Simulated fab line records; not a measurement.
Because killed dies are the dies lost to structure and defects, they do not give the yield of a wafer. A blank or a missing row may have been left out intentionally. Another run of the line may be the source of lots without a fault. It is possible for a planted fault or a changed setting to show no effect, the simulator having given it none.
fab line records	flow berkeley_cmos170
[record] lots = 7	wafers = 21	last_day = 13
route steps=331 shown M1@251 V1@254
lots that met no fault: from a run of the same line without faults
start_h: hours from the record's first day to the start of the lot's first wafer shown	wait_h: time in hours since the lot's previous step	" identical to the entry in the row above	L1.1+2: several wafers, shown together as one row	- value missing, or start not given	* or withheld: withheld	< > ~ a bound
route shown NAME@n: a module of which the file shows steps, and the number in the route of the first	usual: mean/standard deviation taken from wafers without a fault	same: alike in all rows	chamber/n: place in a boat	sites: the reading at each site	_std_site: how widely they spread, as a standard deviation	_edge_site: the outer-site mean with the inner-site mean subtracted	radius_mm: how far each site lies from the wafer's centre	mask NAME#n: copy n	behind: the tool/chamber that last shaped the wafer	hold: cause of the lot's hold/its duration in hours/its outcome	device: names the non-switching transistor (n, p or np)	end of line: tests run on the same wafers once the route is complete	a step with no rows: only its recipe	killed: not the wafer's yield, but the dies lost to structure and defects at the first sort	map: shows each die of a wafer: x if killed, . if not, _ if none is there
set.NAME: the setting as run; set.NAME@STEP: as run at that earlier step	model.NAME: the simulator's own value behind a step, which no gauge read
lots at selected steps of the route; one table per step, one row per wafer
services: from which hour (start_h, from the record's first day; less than 0 if before it) a tool's chamber was out of use, for how many hours, and why
[[steps]]
[step UCB170_M1_STRIP_13]
[recipe] chemistry = O2	power_w = 400	pressure_mtorr = 3500	platen_temp_c = withheld	o2_flow_sccm = 400	overash_fraction = 0.5
[usual] drypump_motor_current_A = 5.9/0.72	o2_flow_sccm = 400.1/1.2	oes_product_au = 0.720/0.0043
[same] overash_fraction = 0.5
lot.wafer	tool	chamber	start_h	wait_h	drypump_motor_current_A	o2_flow_sccm	oes_product_au	rf_hours_counter_h
L976.4	plasma_asher-04	1	218.31	0.1	6.5	400.6	0.718	-
L976.5	"	0	"	"	6.3	402.6	0.718	-
L976.6	"	1	"	"	6.5	400.2	0.715	-
L975.2	plasma_asher-01	0	219.92	0.1	6.6	398.0	0.722	44
L975.3	"	1	"	"	5.3	400.5	0.722	-
L975.5	"	1	"	"	5.3	400.4	0.722	-
L984.1	plasma_asher-01	1	253.38	0.1	5.4	398.4	0.716	47
L984.4	"	1	"	"	5.3	398.2	0.723	-
L984.6	"	1	"	"	5.3	398.0	0.718	-
L982.3	plasma_asher-02	1	254.82	0.1	4.6	400.9	0.725	-
L982.4	"	0	"	"	6.0	400.0	0.726	-
L982.6	"	1	"	"	4.6	398.7	0.728	-
L986.3	plasma_asher-02	1	267.44	0.1	4.6	401.8	0.728	-
L986.5	"	1	"	"	4.7	399.3	0.712	-
L986.6	"	0	"	"	6.0	399.4	0.726	-
L989.2	plasma_asher-04	0	289.62	0.2	6.3	400.3	0.722	60
L989.4	"	1	"	"	6.5	399.3	0.721	-
L989.6	"	0	"	"	6.3	400.5	0.724	-
L987.1	plasma_asher-04	0	291.75	0.1	6.4	399.0	0.715	60
L987.3	"	1	"	"	6.5	401.0	0.722	-
L987.4	"	0	"	"	6.4	399.4	0.710	-
[step UCB170_M1_CD_MEAS_90]
[recipe] target_cd_nm = 700
[usual] cd_nm = 699.4/2.5
lot.wafer	tool	chamber	start_h	wait_h	cd_nm
L976.4	cd_sem-02	-	218.49	0.2	701.2
L976.5	"	-	"	"	700.4
L976.6	"	-	"	"	699.2
L975.2	cd_sem-02	-	220.04	0.1	697.2
L975.3	"	-	"	"	698.1
L975.5	"	-	"	"	699.3
L984.1	cd_sem-01	-	253.48	0.1	700.4
L984.4	"	-	"	"	698.3
L984.6	"	-	"	"	701.3
L982.3	cd_sem-01	-	254.93	0.1	699.5
L982.4	"	-	"	"	701.6
L982.6	"	-	"	"	700.1
L986.3	cd_sem-01	-	267.55	0.1	699.2
L986.5	"	-	"	"	701.0
L986.6	"	-	"	"	698.1
L989.2	cd_sem-02	-	289.77	0.1	698.1
L989.4	"	-	"	"	701.3
L989.6	"	-	"	"	701.4
L987.1	cd_sem-01	-	291.85	0.1	699.6
L987.3	"	-	"	"	698.0
L987.4	"	-	"	"	700.7
[step UCB170_M1_ANNEAL_14]
[recipe] temp_c = 400	time_s = 1200	ambient = forming_gas
[step UCB170_V1_CVD_00]
[recipe] material = SiO2	target_thk_nm = 2000	temp_c = 390	precursor = TEOS/O2	time_s = 250	rf_w = 550	pressure_mtorr = 9000
[usual] heater_power_w = 270/69
lot.wafer	tool	chamber	start_h	wait_h	heater_power_w
L976.4	pecvd-03	1	219.96	0.1	208
L976.5	"	2	"	"	286
L976.6	"	0	"	"	282
L975.2	pecvd-02	0	222.55	0.0	306
L975.3	"	0	"	"	230
L975.5	"	0	"	"	321
L984.1	pecvd-03	2	254.93	0.0	389
L984.4	"	1	"	"	277
L984.6	"	2	"	"	286
L982.3	pecvd-02	0	256.34	0.0	282
L982.4	"	1	"	"	409
L982.6	"	2	"	"	239
L986.3	pecvd-03	2	269.94	0.0	365
L986.5	"	2	"	"	279
L986.6	"	1	"	"	199
L989.2	pecvd-03	1	291.20	0.0	255
L989.4	"	0	"	"	210
L989.6	"	1	"	"	201
L987.1	pecvd-02	1	293.30	0.0	337
L987.3	"	0	"	"	255
L987.4	"	1	"	"	407
[step UCB170_V1_THK_MEAS_01]
[recipe] reads = SiO2_of_V1_CVD_00
[usual] V1_TEOS_THK = 2006/25
lot.wafer	tool	chamber	start_h	wait_h	V1_TEOS_THK[nm]
L976.4	film_metro-04	-	220.07	0.0	2045
L976.5	"	-	"	"	2038
L976.6	"	-	"	"	2041
L975.2	film_metro-04	-	222.80	0.2	1999
L975.3	"	-	"	"	2013
L975.5	"	-	"	"	2026
L984.1	film_metro-04	-	255.09	0.1	2002
L984.4	"	-	"	"	2058
L984.6	"	-	"	"	2036
L982.3	film_metro-04	-	256.52	0.1	1953
L982.4	"	-	"	"	2008
L982.6	"	-	"	"	2003
L986.3	film_metro-04	-	270.11	0.1	2004
L986.5	"	-	"	"	2034
L986.6	"	-	"	"	2033
L989.2	film_metro-04	-	291.37	0.1	1977
L989.4	"	-	"	"	2024
L989.6	"	-	"	"	1998
L987.1	film_metro-04	-	293.46	0.1	1973
L987.3	"	-	"	"	1984
L987.4	"	-	"	"	2036
[step UCB170_V1_CMP_02]
[recipe] material = SiO2	down_force_psi = 6	platen_rpm = 60	pad_velocity_m_s = 0.75398
[usual] motor_current_A = 15.3/1	platen_rpm = 60.00/0.038	slurry_flow_ml_min = 149.9/0.5
lot.wafer	tool	chamber	start_h	wait_h	motor_current_A	platen_rpm	slurry_flow_ml_min
L976.4	cmp-01	0	220.20	0.1	16.0	59.98	151.0
L976.5	"	2	"	"	13.7	59.93	151.0
L976.6	"	3	"	"	16.5	59.99	149.8
L975.3	cmp-01	1	222.85	0.0	14.1	59.95	150.9
L975.2	"	0	"	"	15.9	60.01	149.9
L975.5	"	2	"	"	15.0	59.96	149.0
L984.1	cmp-02	0	255.20	0.1	13.3	60.06	150.7
L984.4	"	2	"	"	15.8	60.09	150.7
L984.6	"	3	"	"	15.4	60.01	150.1
L982.4	cmp-01	2	256.61	0.1	13.7	60.02	149.1
L982.3	"	0	"	"	15.8	60.05	150.0
L982.6	"	1	"	"	14.4	60.00	150.4
L986.3	cmp-02	0	270.20	0.1	13.3	59.93	149.5
L986.6	"	3	"	"	15.7	60.07	150.0
L986.5	"	0	"	"	13.3	59.95	150.2
L989.2	cmp-01	3	291.47	0.1	14.7	60.06	149.6
L989.4	"	0	"	"	16.1	60.02	150.1
L989.6	"	3	"	"	15.9	60.02	150.2
L987.1	cmp-02	1	293.57	0.1	16.0	60.00	150.3
L987.3	"	2	"	"	15.0	60.05	150.1
L987.4	"	3	"	"	16.0	59.98	150.2
[step UCB170_V1_BOW_MEAS_03]
[recipe] mode = bow
[usual] V1_BOW = 19/6.9
lot.wafer	tool	chamber	start_h	wait_h	V1_BOW[um]
L976.4	film_metro-04	-	220.46	0.2	20
L976.5	"	-	"	"	21
L976.6	"	-	"	"	19
L975.2	film_metro-03	-	223.17	0.1	25
L975.3	"	-	"	"	20
L975.5	"	-	"	"	15
L984.1	film_metro-01	-	255.45	0.2	4
L984.4	"	-	"	"	4
L984.6	"	-	"	"	13
L982.3	film_metro-01	-	256.90	0.1	10
L982.4	"	-	"	"	12
L982.6	"	-	"	"	3
L986.3	film_metro-01	-	270.49	0.2	18
L986.5	"	-	"	"	18
L986.6	"	-	"	"	16
L989.2	film_metro-01	-	291.74	0.2	17
L989.4	"	-	"	"	8
L989.6	"	-	"	"	10
L987.1	film_metro-01	-	293.85	0.2	18
L987.3	"	-	"	"	6
L987.4	"	-	"	"	19
[step UCB170_V1_THK_MEAS_04]
[recipe] reads = SiO2_of_V1_CVD_00
[usual] V1_POLISHED_THK = 999.9/0.99
lot.wafer	tool	chamber	start_h	wait_h	V1_POLISHED_THK[nm]
L976.4	film_metro-04	-	220.55	0.1	1000.1
L976.5	"	-	"	"	1001.4
L976.6	"	-	"	"	1001.0
L975.2	film_metro-03	-	223.28	0.1	999.2
L975.3	"	-	"	"	1000.6
L975.5	"	-	"	"	998.9
L984.1	film_metro-01	-	255.57	0.1	999.6
L984.4	"	-	"	"	1000.5
L984.6	"	-	"	"	1000.4
L982.3	film_metro-01	-	257.00	0.1	1000.0
L982.4	"	-	"	"	1000.3
L982.6	"	-	"	"	1001.2
L986.3	film_metro-01	-	270.59	0.1	998.3
L986.5	"	-	"	"	998.9
L986.6	"	-	"	"	999.8
L989.2	film_metro-01	-	291.85	0.1	999.7
L989.4	"	-	"	"	1000.6
L989.6	"	-	"	"	1000.7
L987.1	film_metro-01	-	293.97	0.1	999.8
L987.3	"	-	"	"	999.5
L987.4	"	-	"	"	999.3
[step UCB170_V1_CLEAN_05]
[recipe] chemistry = DIW
[step UCB170_V1_HMDS_06]
[recipe] prime_time_s = 60	prime_temp_c = 100
[step UCB170_V1_COAT_07]
[recipe] resist = KrF	spin_rpm = 1500	resist_thk_nm = 900
[step UCB170_V1_SOFTBAKE_08]
[recipe] resist = KrF	temp_c = 130	time_s = 60
[step UCB170_V1_EXPOSE_09]
[recipe] mask_id = VIA1	target_cd_nm = 700	na = 0.5	sigma_outer = 0.6	source_shape = conventional	dose_mj = 37
[usual] exposure_dose_mJ_cm2 = 37.01/0.036	focus_offset_nm = 0.0/0.58	sigma_outer = 0.6/0	stage_vel_mm_s = 500.03/0.25
lot.wafer	tool	chamber	start_h	wait_h	mask	exposure_dose_mJ_cm2	focus_offset_nm	sigma_outer	stage_vel_mm_s
L976.4	krf_scanner-02	0	221.39	0.2	VIA1#0	37.04	1.5	0.6	499.82
L976.5	"	0	"	"	VIA1#0	37.00	0.5	0.6	499.95
L976.6	"	0	"	"	VIA1#0	37.05	0.3	0.6	500.15
L975.2	krf_scanner-01	0	224.38	0.2	VIA1#0	37.04	-0.8	0.6	500.18
L975.3	"	0	"	"	VIA1#0	37.08	0.4	0.6	499.81
L975.5	"	0	"	"	VIA1#0	37.05	0.2	0.6	500.24
L984.1	krf_scanner-01	-	256.39	0.2	VIA1#0	-	-	-	-
L984.4	"	-	"	"	VIA1#0	-	-	-	-
L984.6	"	-	"	"	VIA1#0	-	-	-	-
L982.3	krf_scanner-01	-	257.70	0.1	VIA1#0	-	-	-	-
L982.4	"	-	"	"	VIA1#0	-	-	-	-
L982.6	"	-	"	"	VIA1#0	-	-	-	-
L986.3	krf_scanner-01	-	271.30	0.1	VIA1#0	-	-	-	-
L986.5	"	-	"	"	VIA1#0	-	-	-	-
L986.6	"	-	"	"	VIA1#0	-	-	-	-
L989.2	krf_scanner-02	0	292.54	0.1	VIA1#0	36.96	-0.8	0.6	500.30
L989.4	"	0	"	"	VIA1#0	37.01	-0.4	0.6	500.17
L989.6	"	0	"	"	VIA1#0	37.00	-0.1	0.6	500.06
L987.1	krf_scanner-02	0	294.65	0.1	VIA1#0	36.98	0.8	0.6	500.27
L987.3	"	0	"	"	VIA1#0	36.99	0.5	0.6	499.87
L987.4	"	0	"	"	VIA1#0	36.96	0.7	0.6	499.87
[step UCB170_V1_PEB_10]
[recipe] peb_temp_c = 130	peb_time_s = withheld	resist = KrF
[[services]]
tool	chamber	start_h	hours	kind
krf_scanner-01	-	199.18	1.3	pm
pecvd-02	2	199.67	27.4	repair
cmp-01	-	205.24	10.4	pm
pecvd-03	0	206.22	6.3	repair
cmp-02	-	215.68	11.9	pm
cmp-01	-	232.00	4.0	pm
cmp-01	-	236.00	-	consumable_replace:conditioner
cmp-01	-	236.00	-	consumable_replace:pad
cmp-02	-	248.91	5.1	pm
krf_scanner-02	-	249.56	1.4	repair
krf_scanner-02	-	254.73	1.3	pm
krf_scanner-02	-	264.02	0.3	repair
pecvd-02	-	267.19	2.8	pm
cmp-01	-	268.66	0.9	repair
cmp-01	-	271.70	0.4	repair
krf_scanner-01	-	280.56	0.4	repair
krf_scanner-01	-	290.21	5.3	repair
krf_scanner-01	-	291.20	2.3	repair
[[key]]
[first_sign] step = UCB170_V1_EXPOSE_09	reading = tool_record	direction = missing
effect none on later readings
met_at UCB170_V1_EXPOSE_09
struck_wafers L982.3,L982.4,L982.6,L984.1,L984.4,L984.6,L986.3,L986.5,L986.6
later_rows_left_out L982.3,L982.4,L982.6,L984.1,L984.4,L984.6,L986.3,L986.5,L986.6
sort_left_out L982.3,L982.4,L982.6,L984.1,L984.4,L984.6,L986.3,L986.5,L986.6
onset_between 224.38 256.39
[fault] kind = skipped_step_whole	tool = krf_scanner-01	chamber = -	onset_h = 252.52	steps = UCB170_V1_EXPOSE_09	scope = struck_lots_only
// sort_left_out: the simulated sort isn't trusted on such a fault, so these wafers' sort isn't shown, and their yield isn't known
// later_rows_left_out: the simulator's readings of these wafers behind a module that went badly wrong aren't trusted and aren't shown, but for the sort
